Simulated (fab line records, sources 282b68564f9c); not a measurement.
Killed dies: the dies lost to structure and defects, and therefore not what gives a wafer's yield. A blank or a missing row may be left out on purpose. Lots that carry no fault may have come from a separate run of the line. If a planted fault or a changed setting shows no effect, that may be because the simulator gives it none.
Struck lot and sound lot, side by side ; flow rit_cmos ; 17 steps out of a route of 202
Sound: the wafers L839.1, L839.3, L839.5. Struck: wafer L843.6. (L843.1, L843.4 of the same lot were not struck and are left out.) The cause comes at the end.
Order at every step that has rows: each side's tool, ch and its chambers, its first start. Under that, the readings that differ: sound wafers ; struck wafers ; difference of the means ; sigmas: that difference in standard deviations of wafers without a fault.
alike: a reading whose means differ by less than 2 such deviations, as well as words and numbers matching on both sides. not compared: withheld readings; readings where some wafer has no value; bounds like >300 that might hide an equal value; numbers whose values overlap and for which the record gives no deviation.
Wherever a step has rows on one side only, a row that says differs or no value, or a row with sigmas, the two part there. Numbers that don't overlap but have no deviation are shown without sigmas and don't part them. A reading missing from all wafers of one side parts the sides only when that side holds two or more wafers.

first, 1 step without rows for these wafers: RIT_PSD_IMPLANT_08.
RIT_PSD_STRIP_09: strips in O2, time 180 s.
  sound on plasma_asher-04 ch 0,1, day 3 06:11; struck on plasma_asher-03 ch 0, day 3 23:50
  alike: chamber_pressure_mTorr, drypump_motor_current_A
  not compared: rf_hours_counter_h
RIT_PSD_TW_MEAS_10:
  sound: film_metro-02 at day 3 06:22; struck: film_metro-04 at day 4 00:01
  alike: PSD_TW
then, 3 steps without rows for these wafers: RIT_SDANNEAL_CLEAN_00 (cleans in SC1, time 600 s); RIT_SDANNEAL_CLEAN_01 (cleans in dHF, time 30 s); RIT_SDANNEAL_CLEAN_02 (cleans in SC2, time 600 s).
RIT_SDANNEAL_RTA_03: time 5 s.
  sound on rtp_anneal-02 ch 0, day 3 06:48; struck on rtp_anneal-02 ch 0, day 4 00:26
  alike: wafer_temp_C_max
RIT_SDANNEAL_RS_MEAS_04: measurement is done with a four-point probe.
  sound: film_metro-04 at day 3 06:51; struck: film_metro-02 at day 4 00:29
reading;sound;struck;difference;sigmas
PSD_RS (ohm/sq);115.96 116.08 116.21;115.52;-0.56;-2
RIT_SDANNEAL_RS_MEAS_05: measurement is done with a four-point probe.
  sound: film_metro-04 at day 3 06:58; struck: film_metro-02 at day 4 00:37
  alike: NSD_RS
RIT_SDANNEAL_RS_MEAS_06: measurement is done with a four-point probe.
  sound: film_metro-04 at day 3 07:05; struck: film_metro-02 at day 4 00:44
  alike: PLDD_RS
RIT_SDANNEAL_RS_MEAS_07: measurement is done with a four-point probe.
  sound: film_metro-04 at day 3 07:13; struck: film_metro-02 at day 4 00:51
  alike: NLDD_RS
then, 1 step without rows for these wafers: RIT_SILICIDE_WET_ETCH_00 (etches SiO2 in BOE, target depth 14 nm, time 15 s).
RIT_SILICIDE_SPUTTER_01: material Ti, target thk 30 nm, time 240 s.
  sound: pvd_sputter-03 at day 3 07:21; struck: pvd_sputter-03 at day 4 00:59
reading;sound;struck;difference;sigmas
model.Ti_of_SILICIDE_SPUTTER_01.thk_nm (nm);30.09 30.29 30.11;35.09;+4.93;
  alike: throttle_valve_pct
RIT_SILICIDE_RS_MEAS_02: measurement is done with a four-point probe.
  sound: film_metro-02 at day 3 07:30; struck: film_metro-03 at day 4 01:08
reading;sound;struck;difference;sigmas
SILICIDE_TI_RS (ohm/sq);47.7 47.2 47.7;39.5;-8.0;-11
RIT_SILICIDE_THK_MEAS_03: measures by xrf.
  sound: film_metro-02 at day 3 07:37; struck: film_metro-03 at day 4 01:15
reading;sound;struck;difference;sigmas
SILICIDE_TI_THK (nm);30.0 30.2 29.8;34.8;+4.8;+13
RIT_SILICIDE_RTA_04: time 10 s, ramp up 5 s, ramp down 5 s.
  sound on rtp_anneal-01 ch 0, day 3 07:41; struck on rtp_anneal-01 ch 0, day 4 01:19
  alike: wafer_temp_C_max
RIT_M1_PROBE_99:
  sound: prober-02 at day 3 14:25; struck: prober-02 at day 4 08:04
reading;sound;struck;difference;sigmas
model.etest.npoly_line.line_ohm_um;170.7 173.6 175.1;151.8;-21.3;
model.etest.ppoly_line.line_ohm_um;165.2 169.4 168.1;145.8;-21.8;
model.etest.contact_pplus.end_ohm_um;44.05 43.6 44.22;52.02;+8.06;
model.etest.contact_nplus.end_ohm_um;41.41 42.65 40.8;48.27;+6.65;
model.etest.npoly_line.rs_ohm_sq;16.9 16.96 16.98;15.22;-1.73;
model.etest.ppoly_line.rs_ohm_sq;16.54 16.55 16.46;14.75;-1.77;
model.etest.nmos_0p15.junction_log10_a_um;-13.6 -13.39 -13.7;-12.97;+0.59;
model.etest.npoly_sal.rs_ohm_sq;4.319 4.342 4.338;3.802;-0.531;
  alike: killed_at_contacts, killed_at_front_end, killed_dies, killed_open, killed_short

== WHERE THEY PART ==
First at RIT_SDANNEAL_RS_MEAS_04; last, within this record, at RIT_SILICIDE_THK_MEAS_03. Later steps at which nothing parts them and some readings are alike: RIT_SILICIDE_RTA_04, RIT_M1_PROBE_99.

WHY: what had been put in by the simulator
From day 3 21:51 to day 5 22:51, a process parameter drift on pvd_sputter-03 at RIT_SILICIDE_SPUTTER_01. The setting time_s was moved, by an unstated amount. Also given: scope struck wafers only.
